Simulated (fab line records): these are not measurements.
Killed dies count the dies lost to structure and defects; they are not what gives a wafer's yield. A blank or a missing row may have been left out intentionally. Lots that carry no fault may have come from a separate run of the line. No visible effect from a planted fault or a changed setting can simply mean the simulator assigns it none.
Problem report in the 8D (eight disciplines) form, filled by code -- flow rit cmos -- the parts of the form that need people (team, actions taken, sign-off) are left out

1. PROBLEM STATEMENT
NRETRO_TW at RIT_NRETRO_TW_MEAS_10 reads a mean of 1071 on 6 wafers of 2 lots; wafers without a fault read 1042 with a standard deviation of 6.3. Relative to the usual mean, that is a shift of +4.7 standard deviations.
Earliest sighting: wafer L750.3 on film metro-04 at day 5 04:45. The record has a number at this step for 42 wafers belonging to 14 lots. Rule for "out" (also "out of limits"): further than 4 standard deviations from the usual mean. The rest of the wafers with a number are treated as sound.

2. WHAT IT IS, AND WHAT IT ISN'T
question,is,is not
which readings at this step,NRETRO_TW,-
which lots,"L750, L753","L736, L737, L739, L740, L741, L742, L743, L744, L746, L747, L756, L758"
which wafers of those lots,all that have a number,-
read on which gauges,film metro-04,"film metro-02, film metro-03"
when,from day 5 04:45,"up to then (30 sound wafers); but 6 sound wafers of L756, L758 came after"

3. SUSPECTS, AND WHAT RULES EACH OUT
Counting: a tool at a process step up to the reading stays a suspect if it ran every lot that is out and no sound lot after the first of them.
- the gauge at RIT_NRETRO_TW_MEAS_10 has been ruled out. All the wafers that are out were read on film metro-04, but those of them that RIT_NRETRO_IMPLANT_08 has rows for are out there too, on other tools.
- implanter-04 at RIT_NRETRO_IMPLANT_08: kept. It ran every lot that is out, first L750 (day 5 04:27), and no sound lot after that; its last sound lot up to then is L747 (day 4 12:58). Its own beam energy keV readings are out on those wafers.
Left after counting: implanter-04 at RIT_NRETRO_IMPLANT_08.

4. THE CAUSE (what the simulator had put in)
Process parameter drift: implanter-04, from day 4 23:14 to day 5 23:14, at RIT_NRETRO_IMPLANT_08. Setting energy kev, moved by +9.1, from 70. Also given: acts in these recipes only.
The count eliminated every tool but this one.

5. THE CHAIN OF EFFECTS, in route order
Rows list readings where the struck wafers' mean (over those with a number) sits beyond 3 standard deviations from the usual. Readings are gone through only where the record gives a usual standard deviation; hours: the median, over the lots, of the time from a lot's start at the first step in this table giving one to that lot's start at this step; sigmas: the change measured in usual standard deviations.
hours,step,reading,usual,on struck wafers,change,sigmas
0,RIT_NRETRO_IMPLANT_08,beam energy keV,69.995,79.108,+9.113,+99 or more
0,RIT_NRETRO_TW_MEAS_10,NRETRO_TW,1042,1071,+29,+4.7
Here are the process steps it includes:
- RIT_NRETRO_IMPLANT_08

6. HOW IT WOULD HAVE BEEN CAUGHT EARLIER
Counted from the fault's start at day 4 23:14, it took 6 hours until the first out-of-limits reading at a measuring or inspecting step in this record, taken at day 5 04:45.
Tool's own readings at RIT_NRETRO_IMPLANT_08, beam energy keV: out on all struck wafers the step has rows for; an alarm limit on them would have tripped on the first.
Among the 2 lots that are out, L753 began RIT_NRETRO_IMPLANT_08 on implanter-04 after day 5 04:45. Holding the tool at that time would have saved it.
